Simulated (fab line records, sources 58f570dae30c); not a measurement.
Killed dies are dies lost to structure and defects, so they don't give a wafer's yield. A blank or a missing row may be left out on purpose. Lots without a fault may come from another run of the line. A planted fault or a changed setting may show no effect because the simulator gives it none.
A struck lot beside a sound one | flow berkeley_cmos170 | 15 steps out of a route of 331
Sound: wafers L638.3, L638.4, L638.6. Struck: wafers L649.1, L649.2, L649.5. The cause comes at the end.
At each step with rows: each side's tool, then ch and its chambers, then its first start. Under that, the readings that differ: sound wafers | struck wafers | difference of the means | sigmas: that difference in standard deviations of wafers without a fault.
alike: readings whose means differ by less than 2 such deviations, and words and numbers that are the same on both sides. not compared: withheld readings, readings that some wafer has no value for, bounds like >300 that may hide the same value, and numbers for which the record gives no deviation and whose values overlap.
The two part at a step that has a row with sigmas, a row that says differs or no value, or rows on one side only. Numbers that don't overlap but have no deviation are shown without sigmas and don't part them. A reading that every wafer of one side lacks parts them only if that side has two wafers or more.

UCB170_NSD_PEB_04:
  sound on litho_track-02 ch 0, day 8 01:40; struck on litho_track-02 ch 0, day 11 04:18
  alike: plate_sensor_t_centre_C, plate_sensor_t_edge_C
then, 1 step without rows for these wafers: UCB170_NSD_DEVELOP_05 (develop time 45 s).
UCB170_NSD_CD_MEAS_06: target cd 1200 nm.
  sound on cd_sem-02, day 8 01:56; struck on cd_sem-02, day 11 04:34
  alike: cd_nm
UCB170_NSD_OVL_MEAS_07:
  sound on overlay-02, day 8 02:01; struck on overlay-01, day 11 04:41
  alike: NSD_OVL
then, 1 step without rows for these wafers: UCB170_NSD_IMPLANT_08.
UCB170_NSD_STRIP_09: strips in O2.
  sound on plasma_asher-03 ch 0,1, day 8 02:14; struck on plasma_asher-01 ch 0,1, day 11 04:53
  alike: drypump_motor_current_A, oes_product_au, strip_time_to_endpoint_s
  not compared: rf_hours_counter_h
UCB170_NSD_TW_MEAS_10:
  sound on film_metro-02, day 8 02:19; struck on film_metro-02, day 11 04:59
  alike: NSD_TW
then, 4 steps without rows for these wafers: UCB170_NSD_CLEAN_11 (cleans in SPM, time 600 s); UCB170_BACKSIDE_HMDS_00 (prime time 60 s); UCB170_BACKSIDE_COAT_01 (resist thk 900 nm); UCB170_BACKSIDE_SOFTBAKE_02 (time 60 s).
UCB170_BACKSIDE_STRIP_03: strips in O2.
  sound on plasma_asher-02 ch 0,1, day 8 03:01; struck on plasma_asher-01 ch 0,1, day 11 06:55
  alike: drypump_motor_current_A, oes_product_au, strip_time_to_endpoint_s
  not compared: rf_hours_counter_h
UCB170_BACKSIDE_CLEAN_04: cleans in SPM, time 600 s.
  sound on wet_bench-01 ch 1, day 8 03:05; struck on wet_bench-02 ch 0, day 11 07:01
  no value came back on the struck wafers for bath_guard_temp_C (C), bath_heat_duty_pct (%); on the sound wafers bath_guard_temp_C (C) reads 120.0 120.0 119.8
UCB170_SDANNEAL_RTA_00: time 10 s.
  sound on rtp_anneal-02 ch 0, day 8 03:17; struck on rtp_anneal-01 ch 0, day 11 07:12
  reading            | sound          | struck         | difference | sigmas
  lamp_power_pct (%) | 23.0 23.0 23.0 | 25.8 25.8 25.8 | +2.8       | +2
  alike: anneal_temp_c_max, wafer_temp_C_max
UCB170_M3_PROBE_99:
  the record has rows for the sound wafers here (prober-02, day 8 22:49) and none for the struck ones

WHERE THEY PART
First at UCB170_BACKSIDE_CLEAN_04; last, within this record, at UCB170_M3_PROBE_99.

WHY: what the simulator had put in
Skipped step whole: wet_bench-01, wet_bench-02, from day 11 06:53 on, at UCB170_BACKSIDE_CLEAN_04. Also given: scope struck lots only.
